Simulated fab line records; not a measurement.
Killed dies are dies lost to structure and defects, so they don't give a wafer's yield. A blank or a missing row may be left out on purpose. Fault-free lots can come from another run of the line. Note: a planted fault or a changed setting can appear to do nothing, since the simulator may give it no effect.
Problem report, 8D (eight disciplines) form, completed by code + flow berkeley_cmos170 + the parts of the form that need people (team, actions taken, sign-off) are left out

== 1. WHAT IS WRONG ==
Wafers without a fault read 700.5 nm, standard deviation 1.5; cd_nm at UCB170_M3_CD_MEAS_15 reads a mean of 686.4 nm on 7 wafers belonging to 3 lots. Relative to the usual mean, that is a shift of -9.4 standard deviations.
The step: target cd 700 nm.
Earliest sighting: wafer L353.1 on cd_sem-01 at day 10 22:18. The record holds 43 wafers of 15 lots with a number at this step. By rule, "out" or "out of limits" means more than 4 standard deviations away from the usual mean. The other wafers with a number count as sound.

== 2. WHAT IT IS AND WHAT IT IS NOT ==
| question                    | is                     | is not                                                                          |
|-----------------------------|------------------------|---------------------------------------------------------------------------------|
| which readings at this step | cd_nm                  | -                                                                               |
| which lots                  | L353, L355, L356       | L340, L342, L343, L348, L349, L350, L351, L352, L354, L357, L358, L361          |
| which wafers of those lots  | all that have a number | -                                                                               |
| read on which gauges        | cd_sem-01, cd_sem-02   | -                                                                               |
| when                        | from day 10 22:18      | up to then (27 sound wafers); but 9 sound wafers of L357, L358, L361 came after |

== 3. SUSPECTS, AND WHAT RULES EACH OUT ==
Counting: any tool at a process step up to the reading is kept as a suspect provided that every lot that is out went through it and no sound lot did after the first of them.
- the gauge at UCB170_M3_CD_MEAS_15: ruled out. The wafers that are out were read on 2 gauges (cd_sem-01, cd_sem-02).
- litho_track-03 at UCB170_M3_SOFTBAKE_11 (time 60 s): kept. All lots that are out passed through it, beginning with L353 at day 10 21:00, and no sound lot followed; its final sound lot before that point was L354 at day 10 16:00. Out on those wafers are its own readings of heater_power_total_W, plate_temp_C.
Remaining after the count: litho_track-03 at UCB170_M3_SOFTBAKE_11.

== 4. THE CAUSE (what the simulator had put in) ==
Drift in process parameters on litho_track-03 at UCB170_M3_SOFTBAKE_11, starting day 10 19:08. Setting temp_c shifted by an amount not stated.
This tool alone remained once counting was done.

== 5. SEQUENCE OF EFFECTS, ordered by route ==
One row per reading whose mean, taken over the struck wafers that have a number, lies over 3 standard deviations from the usual. Scope: only readings with a usual standard deviation given in the record; hours: median across lots of the time from each lot's start at the first step in this table that gives one to its start at this step; sigmas: change in usual standard deviations.
| hours | step                  | reading              | usual    | on struck wafers | change | sigmas |
|-------|-----------------------|----------------------|----------|------------------|--------|--------|
| 0     | UCB170_M3_SOFTBAKE_11 | heater_power_total_W | 56.79 W  | 59.79            | +3.00  | +65    |
| 0     | UCB170_M3_SOFTBAKE_11 | plate_temp_C         | 129.98 C | 135.27           | +5.29  | +41    |
| 1     | UCB170_M3_CD_MEAS_15  | cd_nm                | 700.5 nm | 686.4            | -14.1  | -9.4   |
It contains these process steps:
- UCB170_M3_SOFTBAKE_11: time 60 s.

== 6. WHAT WOULD HAVE CAUGHT IT SOONER ==
The first out-of-limits reading at a measuring or inspecting step in this record came at day 10 22:18, 3 hours after the fault's start at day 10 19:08.
Tool's own readings at UCB170_M3_SOFTBAKE_11, heater_power_total_W, plate_temp_C: out on all struck wafers the step has rows for; an alarm limit on them would have tripped on the first.
Lots out: 3; of these, L355, L356 started UCB170_M3_SOFTBAKE_11 on litho_track-03 after day 10 22:18. A hold on the tool at that time would have spared those 2.
